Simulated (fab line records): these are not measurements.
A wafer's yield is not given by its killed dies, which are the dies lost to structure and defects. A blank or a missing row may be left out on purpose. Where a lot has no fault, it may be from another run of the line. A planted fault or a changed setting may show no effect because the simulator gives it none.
Split-lot experiment ; flow rit_cmos ; 5 lots, 23 wafers read, on a route of 202 steps

ON THE SPLIT
At RIT_PLDD_COAT_01 (resist thk 1000 nm), the setting resist_thk_nm was moved away from the recipe's 1000 nm on 10 of the 23 wafers read, by -5.9% to +5.7%. This setting was run at the recipe's value on the other wafers.

FROM THE SPLIT TO THE READING: what the file shows between them, 3 steps
- RIT_PLDD_SOFTBAKE_02: time 60 s
- RIT_PLDD_EXPOSE_03: exposes mask M8, target cd 40900 nm
- RIT_PLDD_DEVELOP_05: develop time 50 s

THE READING
NOVOLAK_of_PLDD_COAT_01.thk_nm (the simulator's own value, which no gauge read), in nm, at RIT_PLDD_HARDBAKE_07 (time 60 s). There is no usual value for it anywhere in the file. Across the 13 wafers here that went through the recipe, the average is 883.2 nm and the standard deviation 1.7 nm.

wafer;tool, chamber at the split;resist_thk_nm as run, nm;against the recipe;NOVOLAK_of_PLDD_COAT_01.thk_nm, nm;against lot-mates on the recipe
L075.1;litho_track-04, 0;1000;recipe;882;-
L075.3;litho_track-04, 0;1000;recipe;882.1;-
L075.6;litho_track-04, 0;1000;recipe;882.4;-
L078.1;litho_track-01, 0;940.6;-5.9%;835.7;-49.1
L078.2;litho_track-01, 0;940.6;-5.9%;833.4;-51.4
L078.4;litho_track-01, 0;1000;recipe;883.3;-
L078.5;litho_track-01, 0;1000;recipe;885.7;-
L078.6;litho_track-01, 0;1000;recipe;885.3;-
L080.1;litho_track-04, 0;1000;recipe;883.9;-
L080.2;litho_track-04, 0;1032;+3.2%;906.1;+23.1
L080.3;litho_track-04, 0;1032;+3.2%;910.9;+27.9
L080.4;litho_track-04, 0;1032;+3.2%;910;+27.0
L080.6;litho_track-04, 0;1000;recipe;882.2;-
L084.2;litho_track-01, 0;1000;recipe;881.1;-
L084.3;litho_track-01, 0;1000;recipe;882.6;-
L084.4;litho_track-01, 0;1000;recipe;880.3;-
L084.5;litho_track-01, 0;952.1;-4.8%;839.6;-41.7
L084.6;litho_track-01, 0;952.1;-4.8%;839;-42.3
L085.1;litho_track-01, 0;1057;+5.7%;935.4;+49.9
L085.3;litho_track-01, 0;1000;recipe;885.6;-
L085.4;litho_track-01, 0;1057;+5.7%;935.7;+50.2
L085.5;litho_track-01, 0;1000;recipe;885.3;-
L085.6;litho_track-01, 0;1057;+5.7%;935.9;+50.4

FIT RESULTS
A straight line over all 23 wafers: NOVOLAK_of_PLDD_COAT_01.thk_nm changes by +8.76 nm for each +1% of resist_thk_nm; r = +1.00; the points scatter about the line by 2.4 nm.
The same after taking each lot's own level away (the mean of its wafers on the recipe; 23 wafers): +8.61 nm for each +1%; r = +1.00; scatter 1.3 nm.
According to that fit, moving resist_thk_nm by its largest amount changes the reading by 51 nm.
Measured against the standard deviation above, the lots' own levels, which go from 881.33 to 885.45 nm, span 2.4 times it.
So the lot-to-lot level changes the slope little: the two slopes agree.
Check: -51.8 nm against its lot-mates is what the line predicts for one of the wafers moved furthest among these (-5.9%) when that wafer is left out of the fit. Against them it came out at -49.1 nm.

THESE WAFERS: OTHER SPLITS
Other splits were also applied to these wafers ahead of the reading. Each is held against what the fit with the lots' levels taken away leaves over:
other split on the same wafers;wafers away from the commonest value;r with NOVOLAK_of_PLDD_COAT_01.thk_nm (lot level and that fit taken away)
RIT_GATE_CLEAN_04 time_s;10;+0.37
RIT_GATE_CVD_08 sih4_flow_sccm;18;-0.40
RIT_GATE_EXPOSE_13 dose_mj;10;-0.11
RIT_REOX_CLEAN_00 temp_c;18;-0.29
RIT_NLDD_COAT_01 resist_thk_nm;11;+0.37

THE WHOLE CHAIN: every reading that the file lists as answering this split, in the file's order
step;what it does;reading;change (the file's fit);r (the file's)
RIT_PLDD_COAT_01;resist thk 1000 nm;NOVOLAK_of_PLDD_COAT_01.thk_nm (the simulator's own value, which no gauge read);+9.84 nm for each +1% of the setting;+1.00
RIT_PLDD_HARDBAKE_07;time 60 s;NOVOLAK_of_PLDD_COAT_01.thk_nm (the simulator's own value, which no gauge read);+8.61 nm for each +1% of the setting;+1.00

THE FILE'S OWN FIT
NOVOLAK_of_PLDD_COAT_01.thk_nm changes by +8.61 nm for each +1% of resist_thk_nm, r = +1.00.
